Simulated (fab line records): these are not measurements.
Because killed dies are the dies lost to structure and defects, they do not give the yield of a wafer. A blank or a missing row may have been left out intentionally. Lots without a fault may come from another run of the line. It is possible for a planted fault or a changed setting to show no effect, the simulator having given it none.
Lot-split experiment :: flow rit cmos :: 23 wafers read from 5 lots, route of 202 steps

SPLIT DETAILS
At RIT_PLDD_SOFTBAKE_02 (time 60 s), the setting temp c was moved away from the recipe's 90 C on 7 of the 23 wafers read, by -2.3% to +2.6%. All remaining wafers had this setting at the recipe value.

FROM THE SPLIT TO THE READING: what the file shows between them, 2 steps
- RIT_PLDD_EXPOSE_03: exposes mask M8, target cd 40900 nm
- RIT_PLDD_PEB_04

THE READING
NOVOLAK_of_PLDD_COAT_01.thk nm (the simulator's own value, which no gauge read), in nm, at RIT_PLDD_DEVELOP_05 (develop time 50 s). The file does not state a usual value for it. The 16 wafers here that ran the recipe average 986.6 nm, standard deviation 3 nm.

wafer: L074.1
tool, chamber at the split: litho track-04, 0
temp c as run, C: 90
against the recipe: recipe
NOVOLAK_of_PLDD_COAT_01.thk nm, nm: 987.3
against lot-mates on the recipe: -

wafer: L074.2
tool, chamber at the split: litho track-04, 0
temp c as run, C: 90
against the recipe: recipe
NOVOLAK_of_PLDD_COAT_01.thk nm, nm: 987.1
against lot-mates on the recipe: -

wafer: L074.3
tool, chamber at the split: litho track-04, 0
temp c as run, C: 90
against the recipe: recipe
NOVOLAK_of_PLDD_COAT_01.thk nm, nm: 989.9
against lot-mates on the recipe: -

wafer: L074.4
tool, chamber at the split: litho track-04, 0
temp c as run, C: 90
against the recipe: recipe
NOVOLAK_of_PLDD_COAT_01.thk nm, nm: 988.2
against lot-mates on the recipe: -

wafer: L074.6
tool, chamber at the split: litho track-04, 0
temp c as run, C: 90
against the recipe: recipe
NOVOLAK_of_PLDD_COAT_01.thk nm, nm: 986.5
against lot-mates on the recipe: -

wafer: L076.1
tool, chamber at the split: litho track-04, 0
temp c as run, C: 90
against the recipe: recipe
NOVOLAK_of_PLDD_COAT_01.thk nm, nm: 980.3
against lot-mates on the recipe: -

wafer: L076.2
tool, chamber at the split: litho track-04, 0
temp c as run, C: 90
against the recipe: recipe
NOVOLAK_of_PLDD_COAT_01.thk nm, nm: 982.5
against lot-mates on the recipe: -

wafer: L076.3
tool, chamber at the split: litho track-04, 0
temp c as run, C: 90
against the recipe: recipe
NOVOLAK_of_PLDD_COAT_01.thk nm, nm: 982.3
against lot-mates on the recipe: -

wafer: L076.5
tool, chamber at the split: litho track-04, 0
temp c as run, C: 88.54
against the recipe: -1.6%
NOVOLAK_of_PLDD_COAT_01.thk nm, nm: 989
against lot-mates on the recipe: +7.3

wafer: L076.6
tool, chamber at the split: litho track-04, 0
temp c as run, C: 88.54
against the recipe: -1.6%
NOVOLAK_of_PLDD_COAT_01.thk nm, nm: 984.6
against lot-mates on the recipe: +2.9

wafer: L080.2
tool, chamber at the split: litho track-03, 0
temp c as run, C: 90
against the recipe: recipe
NOVOLAK_of_PLDD_COAT_01.thk nm, nm: 990.9
against lot-mates on the recipe: -

wafer: L080.3
tool, chamber at the split: litho track-03, 0
temp c as run, C: 90
against the recipe: recipe
NOVOLAK_of_PLDD_COAT_01.thk nm, nm: 988.9
against lot-mates on the recipe: -

wafer: L080.6
tool, chamber at the split: litho track-03, 0
temp c as run, C: 90
against the recipe: recipe
NOVOLAK_of_PLDD_COAT_01.thk nm, nm: 991.2
against lot-mates on the recipe: -

wafer: L083.1
tool, chamber at the split: litho track-03, 0
temp c as run, C: 90
against the recipe: recipe
NOVOLAK_of_PLDD_COAT_01.thk nm, nm: 985.8
against lot-mates on the recipe: -

wafer: L083.2
tool, chamber at the split: litho track-03, 0
temp c as run, C: 87.96
against the recipe: -2.3%
NOVOLAK_of_PLDD_COAT_01.thk nm, nm: 990.9
against lot-mates on the recipe: +4.8

wafer: L083.3
tool, chamber at the split: litho track-03, 0
temp c as run, C: 87.96
against the recipe: -2.3%
NOVOLAK_of_PLDD_COAT_01.thk nm, nm: 995.1
against lot-mates on the recipe: +9.0

wafer: L083.5
tool, chamber at the split: litho track-03, 0
temp c as run, C: 90
against the recipe: recipe
NOVOLAK_of_PLDD_COAT_01.thk nm, nm: 985.4
against lot-mates on the recipe: -

wafer: L083.6
tool, chamber at the split: litho track-03, 0
temp c as run, C: 90
against the recipe: recipe
NOVOLAK_of_PLDD_COAT_01.thk nm, nm: 987.2
against lot-mates on the recipe: -

wafer: L084.2
tool, chamber at the split: litho track-04, 0
temp c as run, C: 92.34
against the recipe: +2.6%
NOVOLAK_of_PLDD_COAT_01.thk nm, nm: 979.6
against lot-mates on the recipe: -6.4

wafer: L084.3
tool, chamber at the split: litho track-04, 0
temp c as run, C: 90
against the recipe: recipe
NOVOLAK_of_PLDD_COAT_01.thk nm, nm: 987
against lot-mates on the recipe: -

wafer: L084.4
tool, chamber at the split: litho track-04, 0
temp c as run, C: 92.34
against the recipe: +2.6%
NOVOLAK_of_PLDD_COAT_01.thk nm, nm: 980.8
against lot-mates on the recipe: -5.2

wafer: L084.5
tool, chamber at the split: litho track-04, 0
temp c as run, C: 92.34
against the recipe: +2.6%
NOVOLAK_of_PLDD_COAT_01.thk nm, nm: 979.2
against lot-mates on the recipe: -6.8

wafer: L084.6
tool, chamber at the split: litho track-04, 0
temp c as run, C: 90
against the recipe: recipe
NOVOLAK_of_PLDD_COAT_01.thk nm, nm: 985
against lot-mates on the recipe: -

FIT RESULTS
A straight line over all 23 wafers: NOVOLAK_of_PLDD_COAT_01.thk nm changes by -2.29 nm for each +1% of temp c; r = -0.71; the points scatter about the line by 3 nm.
The same after taking each lot's own level away (the mean of its wafers on the recipe; 23 wafers): -2.67 nm for each +1%; r = -0.93; scatter 1.4 nm.
According to that fit, moving temp c by its largest amount changes the reading by 6.9 nm.
Across the lots, their own levels run from 981.70 to 990.33 nm, a range of 2.9 times the standard deviation given above.
So the lot-to-lot level blurs the effect unless lot-mates are compared.
Check: for one of the wafers moved furthest among these (+2.6%), held out of the fit, the line's prediction against its lot-mates is -6.78 nm. It came out at -6.4 nm against them.

THE OTHER SPLITS THESE WAFERS WENT THROUGH
Other splits were also applied to these wafers ahead of the reading. Each is held against what the fit with the lots' levels taken away leaves over:
other split on the same wafers: RIT_ACTIVE_CVD_03 temp c
wafers away from the commonest value: 18
r with NOVOLAK_of_PLDD_COAT_01.thk nm (lot level and that fit taken away): -0.05

other split on the same wafers: RIT_ACTIVE_COAT_06 spin rpm
wafers away from the commonest value: 7
r with NOVOLAK_of_PLDD_COAT_01.thk nm (lot level and that fit taken away): +0.00

other split on the same wafers: RIT_ACTIVE_ETCH_13 pressure mtorr
wafers away from the commonest value: 15
r with NOVOLAK_of_PLDD_COAT_01.thk nm (lot level and that fit taken away): +0.05

other split on the same wafers: RIT_FOX1_WET_ETCH_02 time s
wafers away from the commonest value: 18
r with NOVOLAK_of_PLDD_COAT_01.thk nm (lot level and that fit taken away): +0.13

other split on the same wafers: RIT_NWELL_IMPLANT_08 energy kev
wafers away from the commonest value: 12
r with NOVOLAK_of_PLDD_COAT_01.thk nm (lot level and that fit taken away): -0.24

other split on the same wafers: RIT_PWELL_IMPLANT_08 energy kev
wafers away from the commonest value: 7
r with NOVOLAK_of_PLDD_COAT_01.thk nm (lot level and that fit taken away): -0.11

other split on the same wafers: RIT_NRETRO_IMPLANT_08 dose cm2
wafers away from the commonest value: 10
r with NOVOLAK_of_PLDD_COAT_01.thk nm (lot level and that fit taken away): -0.25

other split on the same wafers: RIT_GATE_OXIDATION_05 temp c
wafers away from the commonest value: 18
r with NOVOLAK_of_PLDD_COAT_01.thk nm (lot level and that fit taken away): -0.04

other split on the same wafers: RIT_GATE_EXPOSE_13 dose mj
wafers away from the commonest value: 9
r with NOVOLAK_of_PLDD_COAT_01.thk nm (lot level and that fit taken away): -0.06

other split on the same wafers: RIT_NLDD_IMPLANT_08 dose cm2
wafers away from the commonest value: 12
r with NOVOLAK_of_PLDD_COAT_01.thk nm (lot level and that fit taken away): -0.13

THE FILE'S OWN FIT
NOVOLAK_of_PLDD_COAT_01.thk nm changes by -2.73 nm for each +1% of temp c, r = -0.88.
